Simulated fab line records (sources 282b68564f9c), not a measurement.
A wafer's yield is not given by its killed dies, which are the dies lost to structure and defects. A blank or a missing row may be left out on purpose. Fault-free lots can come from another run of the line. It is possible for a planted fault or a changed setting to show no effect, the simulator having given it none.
fab line records ; flow rit-cmos
record lots=6; wafers=18; last-day=7
route steps=202 shown NWELL@28 PWELL@39 M1@202
lots with no fault: from the same line, run without faults
start-h: start of the lot's first displayed wafer, in hours after the record's first day ; wait-h: hours elapsed since this lot's preceding step ; " as in the row above ; L1.1+2: a row that stands for several wafers ; - value missing, or start not given ; * or withheld: withheld ; < > ~ a bound
route shown NAME@n: NAME is a module with steps in the file, n the number in the route of the first one ; usual: the fault-free wafers' mean and standard deviation ; same: alike in all rows ; chamber/n: place in a boat ; sites: per-site readings ; _std_site: the standard deviation of these ; _edge_site: mean of outer sites minus mean of inner sites ; radius-mm: how far each site lies from the wafer's centre ; mask NAME#n: copy n ; behind: the last tool/chamber to shape the wafer ; hold: cause of the lot's hold/its duration in hours/its outcome ; device: whichever transistor did not switch (one of n, p or np) ; end of line: the route-end tests of the same wafers ; where a step has no rows: the recipe by itself ; killed: count of dies lost to structure and defects at first sort (not the wafer's yield) ; map: the dies of a wafer, with x for killed, . for not killed, _ for no die there
set.NAME: the setting as run; set.NAME@STEP: as run at that earlier step ; model.NAME: the simulator's own value behind a step, which no gauge read
lots at some steps of the route; a table a step, a row a wafer
services: the hour from which a tool's chamber was out of use, counted from the record's first day as start-h (under 0 if before that day), plus the number of hours and why
## steps
# step RIT_NWELL_HMDS_00
# recipe prime-time-s=60; prime-temp-c=140
# step RIT_NWELL_COAT_01
# recipe resist=NOVOLAK; spin-rpm=2000; resist-thk-nm=1300
# step RIT_NWELL_SOFTBAKE_02
# recipe resist=NOVOLAK; temp-c=90; time-s=60
# step RIT_NWELL_EXPOSE_03
# recipe mask-id=M2; na=0.57; target-cd-nm=43900; dose-mj=250
# step RIT_NWELL_PEB_04
# recipe resist=NOVOLAK; temp-c=withheld; time-s=withheld
# step RIT_NWELL_DEVELOP_05
# recipe resist=NOVOLAK; develop-time-s=68; dev-temp-c=23
# step RIT_NWELL_OVL_MEAS_06
# usual NWELL_OVL=-0.5/1.2
lot.wafer;tool;chamber;start-h;wait-h;NWELL_OVL[nm]
L577.2;overlay-01;-;35.57;-;-2.9
L577.5;overlay-01;-;35.57;-;0.5
L577.6;overlay-01;-;35.57;-;-1.5
L578.2;overlay-01;-;40.62;-;1.4
L578.3;overlay-01;-;40.62;-;0.6
L578.4;overlay-01;-;40.62;-;0.3
L587.1;overlay-01;-;86.58;-;0.7
L587.4;overlay-01;-;86.58;-;-2.0
L587.6;overlay-01;-;86.58;-;-1.4
L588.3;overlay-02;-;91.95;-;-0.8
L588.4;overlay-02;-;91.95;-;-1.3
L588.6;overlay-02;-;91.95;-;0.0
L595.3;overlay-02;-;127.31;-;0.5
L595.5;overlay-02;-;127.31;-;-0.8
L595.6;overlay-02;-;127.31;-;0.8
L597.1;overlay-01;-;138.82;-;-1.8
L597.2;overlay-01;-;138.82;-;1.0
L597.6;overlay-01;-;138.82;-;-0.4
# step RIT_NWELL_HARDBAKE_07
# recipe resist=NOVOLAK; temp-c=140; time-s=120
# step RIT_NWELL_IMPLANT_08
# recipe species=P; energy-kev=170; dose-cm2=5e+13; tilt-deg=7
# step RIT_NWELL_STRIP_09
# recipe chemistry=O2; time-s=180; resist=NOVOLAK; platen-temp-c=withheld; power-w=500; pressure-mtorr=4000; o2-flow-sccm=4000
# usual drypump-motor-current-A=5.23/0.24; rf-refl-power-W=7.5/1.3
lot.wafer;tool;chamber;start-h;wait-h;drypump-motor-current-A;rf-hours-counter-h;rf-refl-power-W
L577.2;plasma-asher-02;0;36.00;0.1;5.53;40;8.5
L577.5;plasma-asher-02;0;36.00;0.1;5.52;-;8.9
L577.6;plasma-asher-02;1;36.00;0.1;5.09;-;7.8
L578.2;plasma-asher-02;1;41.05;0.1;5.12;41;7.7
L578.3;plasma-asher-02;1;41.05;0.1;5.10;-;7.7
L578.4;plasma-asher-02;0;41.05;0.1;5.52;-;8.4
L587.1;plasma-asher-02;0;87.02;0.1;5.52;45;8.7
L587.4;plasma-asher-02;1;87.02;0.1;5.09;-;7.2
L587.6;plasma-asher-02;1;87.02;0.1;5.08;-;7.5
L588.3;plasma-asher-02;0;92.43;0.1;5.50;-;8.1
L588.4;plasma-asher-02;1;92.43;0.1;5.09;-;7.5
L588.6;plasma-asher-02;1;92.43;0.1;5.09;-;7.6
L595.3;plasma-asher-04;0;127.79;0.1;5.02;-;7.5
L595.5;plasma-asher-04;0;127.79;0.1;5.03;-;7.9
L595.6;plasma-asher-04;1;127.79;0.1;4.94;-;8.5
L597.1;plasma-asher-01;1;139.25;0.1;5.46;2;4.7
L597.2;plasma-asher-01;0;139.25;0.1;5.48;2;6.8
L597.6;plasma-asher-01;1;139.25;0.1;5.41;-;4.8
# step RIT_NWELL_TW_MEAS_10
# usual NWELL_TW=2160/18
lot.wafer;tool;chamber;start-h;wait-h;NWELL_TW
L577.2;film-metro-01;-;36.19;0.1;2181
L577.5;film-metro-01;-;36.19;0.1;2180
L577.6;film-metro-01;-;36.19;0.1;2185
L578.2;film-metro-01;-;41.24;0.1;2173
L578.3;film-metro-01;-;41.24;0.1;2186
L578.4;film-metro-01;-;41.24;0.1;2171
L587.1;film-metro-03;-;87.19;0.1;2139
L587.4;film-metro-03;-;87.19;0.1;2141
L587.6;film-metro-03;-;87.19;0.1;2160
L588.3;film-metro-01;-;92.57;0.1;2166
L588.4;film-metro-01;-;92.57;0.1;2172
L588.6;film-metro-01;-;92.57;0.1;2170
L595.3;film-metro-03;-;127.93;0.1;2133
L595.5;film-metro-03;-;127.93;0.1;2129
L595.6;film-metro-03;-;127.93;0.1;2137
L597.1;film-metro-04;-;139.43;0.1;2160
L597.2;film-metro-04;-;139.43;0.1;2161
L597.6;film-metro-04;-;139.43;0.1;2152
# step RIT_PWELL_HMDS_00
# recipe prime-time-s=60; prime-temp-c=140
# step RIT_PWELL_COAT_01
# recipe resist=NOVOLAK; spin-rpm=2000; resist-thk-nm=1300
# usual spin-speed-rpm=1999.9/1.5
lot.wafer;tool;chamber;start-h;wait-h;spin-speed-rpm;model.NOVOLAK_of_PWELL_COAT_01.thk-nm
L577.2;litho-track-04;0;36.41;0.1;1997.5;1297
L577.5;litho-track-04;0;36.41;0.1;2000.4;1293
L577.6;litho-track-04;0;36.41;0.1;1999.4;1298
L578.2;litho-track-03;0;41.59;0.1;2000.4;1286
L578.3;litho-track-03;0;41.59;0.1;1995.3;1293
L578.4;litho-track-03;0;41.59;0.1;1999.7;1290
L587.1;litho-track-04;0;87.54;0.1;1997.1;1341
L587.4;litho-track-04;0;87.54;0.1;2001.0;1340
L587.6;litho-track-04;0;87.54;0.1;1999.4;1339
L588.3;litho-track-04;0;92.81;0.1;1999.5;1345
L588.4;litho-track-04;0;92.81;0.1;2001.8;1344
L588.6;litho-track-04;0;92.81;0.1;1999.9;1345
L595.3;litho-track-03;0;128.17;0.1;2000.4;1300
L595.5;litho-track-03;0;128.17;0.1;1999.5;1297
L595.6;litho-track-03;0;128.17;0.1;1998.3;1301
L597.1;litho-track-02;0;139.64;0.1;1996.8;1300
L597.2;litho-track-02;0;139.64;0.1;1998.5;1302
L597.6;litho-track-02;0;139.64;0.1;1998.7;1300
# step RIT_PWELL_SOFTBAKE_02
# recipe resist=NOVOLAK; temp-c=90; time-s=60
# step RIT_PWELL_EXPOSE_03
# recipe mask-id=M3; na=0.57; target-cd-nm=43700; dose-mj=250
# step RIT_PWELL_PEB_04
# recipe resist=NOVOLAK; temp-c=withheld; time-s=withheld
# step RIT_PWELL_DEVELOP_05
# recipe resist=NOVOLAK; develop-time-s=68; dev-temp-c=23
# step RIT_PWELL_OVL_MEAS_06
# usual PWELL_OVL=0.5/1.3
lot.wafer;tool;chamber;start-h;wait-h;PWELL_OVL[nm]
L577.2;overlay-01;-;37.12;-;-0.3
L577.5;overlay-01;-;37.12;-;-1.7
L577.6;overlay-01;-;37.12;-;0.3
L578.2;overlay-01;-;42.43;-;-0.7
L578.3;overlay-01;-;42.43;-;1.4
L578.4;overlay-01;-;42.43;-;1.1
L587.1;overlay-01;-;88.47;-;-1.0
L587.4;overlay-01;-;88.47;-;1.1
L587.6;overlay-01;-;88.47;-;-2.8
L588.3;overlay-01;-;93.62;-;2.5
L588.4;overlay-01;-;93.62;-;2.6
L588.6;overlay-01;-;93.62;-;1.2
L595.3;overlay-02;-;128.86;-;-1.9
L595.5;overlay-02;-;128.86;-;0.5
L595.6;overlay-02;-;128.86;-;0.0
L597.1;overlay-01;-;140.49;-;0.8
L597.2;overlay-01;-;140.49;-;0.5
L597.6;overlay-01;-;140.49;-;0.7
# step RIT_PWELL_HARDBAKE_07
# recipe resist=NOVOLAK; temp-c=140; time-s=120
lot.wafer;tool;chamber;start-h;wait-h;model.NOVOLAK_of_PWELL_COAT_01.thk-nm
L577.2;litho-track-03;0;37.20;0.1;1134
L577.5;litho-track-03;0;37.20;0.1;1131
L577.6;litho-track-03;0;37.20;0.1;1135
L578.2;litho-track-04;0;42.50;0.1;1125
L578.3;litho-track-04;0;42.50;0.1;1131
L578.4;litho-track-04;0;42.50;0.1;1128
L587.1;litho-track-04;0;88.50;0.0;1172
L587.4+6;litho-track-04;0;88.50;0.0;1171
L588.3+6;litho-track-04;0;93.73;0.1;1176
L588.4;litho-track-04;0;93.73;0.1;1175
L595.3;litho-track-03;0;128.97;0.1;1137
L595.5;litho-track-03;0;128.97;0.1;1134
L595.6;litho-track-03;0;128.97;0.1;1138
L597.1+6;litho-track-02;0;140.53;0.0;1137
L597.2;litho-track-02;0;140.53;0.0;1138
# step RIT_PWELL_IMPLANT_08
# recipe species=B; energy-kev=170; dose-cm2=7e+13; tilt-deg=7
# step RIT_M1_PROBE_99
# usual killed-at-contacts=0.1/0.31; killed-at-front-end=7.1/2.8; killed-dies=7.2/2.8; killed-on-rim=1.8/1.3; killed-open=3.5/2; killed-short=3.7/1.9
# same gross-dies=264; killed_at_M0_to_M3=0; killed_at_M4_up=0; killed-at-back-side=0; killed-at-other=0
lot.wafer;tool;chamber;start-h;wait-h;killed-at-contacts;killed-at-front-end;killed-dies;killed-on-rim;killed-open;killed-short
L577.2;prober-02;-;73.72;0.1;0;11;11;3;6;5
L577.5;prober-02;-;73.87;0.2;0;4;4;0;0;4
L577.6;prober-02;-;73.92;0.2;0;4;4;0;2;2
L578.2;prober-01;-;76.54;0.1;0;8;8;3;3;5
L578.3;prober-01;-;76.59;0.2;0;8;8;2;6;2
L578.4;prober-01;-;76.64;0.2;0;8;8;1;4;4
L587.1;prober-02;-;128.67;0.1;0;1;1;0;0;1
L587.4;prober-02;-;128.82;0.2;0;7;7;3;3;4
L587.6;prober-02;-;128.92;0.2;0;7;7;3;6;1
L588.3;prober-01;-;135.61;0.2;0;9;9;3;2;7
L588.4;prober-01;-;135.66;0.2;0;9;9;2;5;4
L588.6;prober-01;-;135.76;0.2;0;17;17;4;6;11
L595.3;prober-02;-;170.09;0.2;1;9;10;4;4;6
L595.5;prober-02;-;170.19;0.2;0;9;9;1;4;5
L595.6;prober-02;-;170.24;0.2;0;10;10;3;7;3
L597.1;prober-02;-;179.02;0.1;0;4;4;0;2;2
L597.2;prober-02;-;179.07;0.1;0;6;6;2;4;2
L597.6;prober-02;-;179.27;0.2;0;4;4;1;2;2
# killed by level:class
L577.2 SILICIDE:geometric-particle:short=3 FOX2:geometric-particle:open=2 FOX1:geometric-particle:open=1 FOX1:geometric-particle:short=1 GATE:geometric-particle:short=1 GATE:geometric-particle:open=1 REOX:geometric-particle:open=1 SILICIDE:geometric-particle:open=1
L577.5 GATE:geometric-particle:short=2 FOX1:geometric-particle:short=1 REOX:geometric-particle:short=1
L577.6 SPACER:geometric-particle:open=2 GATE:geometric-particle:short=1 SILICIDE:geometric-particle:short=1
L578.2 FOX2:geometric-particle:open=2 GATE:geometric-particle:short=2 REOX:geometric-particle:short=2 FOX2:geometric-particle:short=1 SPACER:geometric-particle:open=1
L578.3 FOX1:geometric-particle:open=2 GATE:geometric-particle:open=2 FOX1:geometric-particle:short=1 FOX2:geometric-particle:short=1 SPACER:geometric-particle:open=1 SILICIDE:geometric-particle:open=1
L578.4 FOX1:geometric-particle:open=2 FOX1:geometric-particle:short=2 GATE:geometric-particle:short=1 REOX:geometric-particle:open=1 SPACER:geometric-particle:open=1 SILICIDE:geometric-particle:short=1
L587.1 FOX1:geometric-particle:short=1
L587.4 REOX:geometric-particle:short=2 SILICIDE:geometric-particle:short=2 SILICIDE:geometric-particle:open=2 REOX:geometric-particle:open=1
L587.6 FOX1:geometric-particle:open=2 FOX2:geometric-particle:open=1 GATE:geometric-particle:short=1 GATE:geometric-particle:open=1 REOX:geometric-particle:open=1 SILICIDE:geometric-particle:open=1
L588.3 GATE:geometric-particle:short=3 SPACER:geometric-particle:short=2 FOX1:geometric-particle:short=1 REOX:geometric-particle:open=1 REOX:geometric-particle:short=1 SPACER:geometric-particle:open=1
L588.4 GATE:geometric-particle:open=4 GATE:geometric-particle:short=2 FOX1:geometric-particle:short=1 REOX:geometric-particle:short=1 SILICIDE:geometric-particle:open=1
L588.6 GATE:geometric-particle:short=4 SILICIDE:geometric-particle:short=3 GATE:geometric-particle:open=2 FOX2:geometric-particle:open=2 REOX:geometric-particle:short=2 FOX1:geometric-particle:open=1 FOX1:geometric-particle:short=1 SPACER:geometric-particle:short=1
L595.3 GATE:geometric-particle:open=4 SILICIDE:geometric-particle:short=2 FOX1:geometric-particle:short=1 GATE:geometric-particle:short=1 REOX:geometric-particle:short=1 CONTACT:geometric-particle:short=1
L595.5 FOX2:geometric-particle:short=2 GATE:geometric-particle:short=2 FOX2:geometric-particle:open=1 GATE:geometric-particle:open=1 REOX:geometric-particle:open=1 SPACER:geometric-particle:short=1 SPACER:geometric-particle:open=1
L595.6 SILICIDE:geometric-particle:open=5 GATE:geometric-particle:short=2 FOX2:geometric-particle:short=1 GATE:geometric-particle:open=1 SPACER:geometric-particle:open=1
L597.1 FOX1:geometric-particle:short=2 GATE:geometric-particle:open=1 SILICIDE:geometric-particle:open=1
L597.2 FOX1:geometric-particle:short=2 GATE:geometric-particle:open=2 REOX:geometric-particle:open=2
L597.6 GATE:geometric-particle:short=2 FOX1:geometric-particle:open=1 SILICIDE:geometric-particle:open=1
## services
tool;chamber;start-h;hours;kind
plasma-asher-01;-;87.05;0.5;repair
plasma-asher-01;-;108.75;9.0;pm
plasma-asher-01;0;108.75;9.0;vent-cycle
plasma-asher-01;1;108.75;9.0;vent-cycle
plasma-asher-01;0;117.75;-;clean
plasma-asher-01;1;117.75;-;clean
plasma-asher-02;-;119.68;1.4;repair
## key
first-sign none at tools or gauges
model-effect step=RIT_PWELL_COAT_01; value=NOVOLAK_of_PWELL_COAT_01.thk-nm; without=1300; struck=1342
model-effect step=RIT_PWELL_HARDBAKE_07; value=NOVOLAK_of_PWELL_COAT_01.thk-nm; without=1137; struck=1173
met-at RIT_PWELL_COAT_01
struck-wafers L587.1,L587.4,L587.6,L588.3,L588.4,L588.6
tester-left-out L587,L588
onset-between 36.41 87.54
also-fits RIT_NWELL_STRIP_09:plasma-asher-02
fault kind=process-parameter-drift; tool=litho-track-04; chamber=-; onset-h=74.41; steps=RIT_PWELL_COAT_01; channel=resist-thk-nm; offset=42.675; shape=step; end-h=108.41; acts-in=these-recipes-only; stated=1300
# tester-left-out: of these lots the tester's yield and bins aren't shown, on N5 and GAA mostly nor the transistor test; their killed dies are dies lost to structure and defects alone, not to doping, threshold or leakage, so they don't give the yield
